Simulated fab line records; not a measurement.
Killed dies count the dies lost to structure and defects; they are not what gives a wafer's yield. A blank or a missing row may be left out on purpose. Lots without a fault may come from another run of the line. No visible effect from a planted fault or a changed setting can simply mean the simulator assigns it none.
What tool caused it? / flow berkeleyCmos170 / 7 lots, 21 wafers sampled, at 1 step of a route of 331

## WHAT EACH GAUGE READ, for each wafer
UCB170_NWELL_OVL_MEAS_12.
lot=L415; measured=day 2 23:57; on=overlay-02; NWELL_OVL (nm)=-6 -10 -3
lot=L418; measured=day 3 12:14; on=overlay-02; NWELL_OVL (nm)=8 -5 9
lot=L420; measured=day 4 03:18; on=overlay-01; NWELL_OVL (nm)=-1 -7 -6
lot=L423; measured=day 4 17:36; on=overlay-01; NWELL_OVL (nm)=3 0 -6
lot=L425; measured=day 5 00:41; on=overlay-02; NWELL_OVL (nm)=5 10 8
lot=L430; measured=day 6 02:10; on=overlay-02; NWELL_OVL (nm)=-4 1 0
lot=L431; measured=day 6 02:39; on=overlay-01; NWELL_OVL (nm)=4 3 1

## TOOL THAT RAN EACH LOT (tool first, then ch and the chambers of the sampled wafers, then the start)
Before these readings, the record contains no process step.

## THE ANSWER, worked out from the rows above alone
Rule: what is usual is taken from the lots themselves. Put in order of their means at a reading, lots are off if they are a third of the lots or fewer, leave a main group of 4 or more, and stand apart from it by a gap of 3 or more times the standard deviation of the main group's means; of several such gaps the widest counts. Not used: any main group whose means are identical at the precision the tables above print for the reading. A lot without any number at a reading at which 4 lots or more have one is off too. Where the step has rows for the other lots, those lots are counted as sound.
No lot is off at any reading shown: from this, nothing can be told.

## WHAT HAD BEEN PUT IN BY THE SIMULATOR
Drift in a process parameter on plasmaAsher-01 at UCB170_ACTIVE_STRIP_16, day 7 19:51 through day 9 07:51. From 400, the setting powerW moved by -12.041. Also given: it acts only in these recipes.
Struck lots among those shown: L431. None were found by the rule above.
